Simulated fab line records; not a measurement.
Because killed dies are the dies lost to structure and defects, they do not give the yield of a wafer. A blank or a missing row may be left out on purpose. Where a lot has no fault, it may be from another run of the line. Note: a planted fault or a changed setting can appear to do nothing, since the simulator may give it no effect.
Which tool was responsible? :: flow berkeleyCmos170 :: 21 wafers from 7 lots sampled at 3 of the route's 331 steps

== WHAT EACH GAUGE READ, for each wafer ==
UCB170_NLDD_TW_MEAS_11.
lot: L188
measured: day 7 23:44
on: filmMetro-02
NLDD_TW: 2228 2223 2233

lot: L192
measured: day 8 16:38
on: filmMetro-04
NLDD_TW: 2319 2313 2320

lot: L193
measured: day 8 16:23
on: filmMetro-04
NLDD_TW: 2202 2182 2200

lot: L203
measured: day 10 12:02
on: filmMetro-04
NLDD_TW: 2199 2192 2194

lot: L205
measured: day 10 22:10
on: filmMetro-04
NLDD_TW: 2173 2189 2185

lot: L206
measured: day 11 15:08
on: filmMetro-02
NLDD_TW: 2212 2224 2217

lot: L210
measured: day 12 02:08
on: filmMetro-01
NLDD_TW: 2218 2212 2231

== EACH LOT AND THE TOOL THAT RAN IT (in order: tool; ch and the chambers of the sampled wafers; start) ==
lot: L188
UCB170_PFIELD_STRIP_08: plasmaAsher-03 ch 0,1, day 5 11:32
UCB170_NLDD_IMPLANT_09: implanter-03 ch 0, day 7 23:29

lot: L192
UCB170_PFIELD_STRIP_08: plasmaAsher-03 ch 0,1, day 5 23:48
UCB170_NLDD_IMPLANT_09: implanter-04 ch 0, day 8 16:25

lot: L193
UCB170_PFIELD_STRIP_08: plasmaAsher-02 ch 0,1, day 6 13:03
UCB170_NLDD_IMPLANT_09: implanter-03 ch 0, day 8 16:10

lot: L203
UCB170_PFIELD_STRIP_08: plasmaAsher-01 ch 0,1, day 7 19:05
UCB170_NLDD_IMPLANT_09: implanter-03 ch 0, day 10 11:46

lot: L205
UCB170_PFIELD_STRIP_08: plasmaAsher-01 ch 0,1, day 8 11:31
UCB170_NLDD_IMPLANT_09: implanter-03 ch 0, day 10 21:56

lot: L206
UCB170_PFIELD_STRIP_08: plasmaAsher-02 ch 0, day 8 22:11
UCB170_NLDD_IMPLANT_09: implanter-02 ch 0, day 11 14:53

lot: L210
UCB170_PFIELD_STRIP_08: plasmaAsher-03 ch 0,1, day 9 13:08
UCB170_NLDD_IMPLANT_09: implanter-03 ch 0, day 12 01:55
- UCB170_PFIELD_STRIP_08: strips in O2.
- UCB170_NLDD_IMPLANT_09

== THE ANSWER, worked out from the rows above alone ==
Rule: what is usual is taken from the lots themselves. Put in order of their means at a reading, lots are off if they are a third of the lots or fewer, leave a main group of 4 or more, and stand apart from it by a gap of 3 or more times the standard deviation of the main group's means; of several such gaps the widest counts. Not used: any main group whose means are identical at the precision the tables above print for the reading. Also off: a lot with no number at a reading for which 4 or more lots have one. All remaining lots with rows at the step are treated as sound.
Off: L192, at UCB170_NLDD_TW_MEAS_11 (NLDD_TW). The main group: mean 2206, standard deviation 17.
A tool fits if, at a process step before that reading, it ran every lot that is off, and no sound lot after the first of them. Gauges at UCB170_NLDD_TW_MEAS_11: tried the same way as those tools. One fits: implanter-04 at UCB170_NLDD_IMPLANT_09. It ran no sound lot before its first lot that is off in this sample, so the start can't be narrowed down.

== WHAT THE SIMULATOR HAD PUT IN ==
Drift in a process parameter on implanter-04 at UCB170_NLDD_IMPLANT_09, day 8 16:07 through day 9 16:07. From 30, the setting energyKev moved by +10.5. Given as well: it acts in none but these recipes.
Lots struck among those shown: L192. This agrees with what the rule above found.
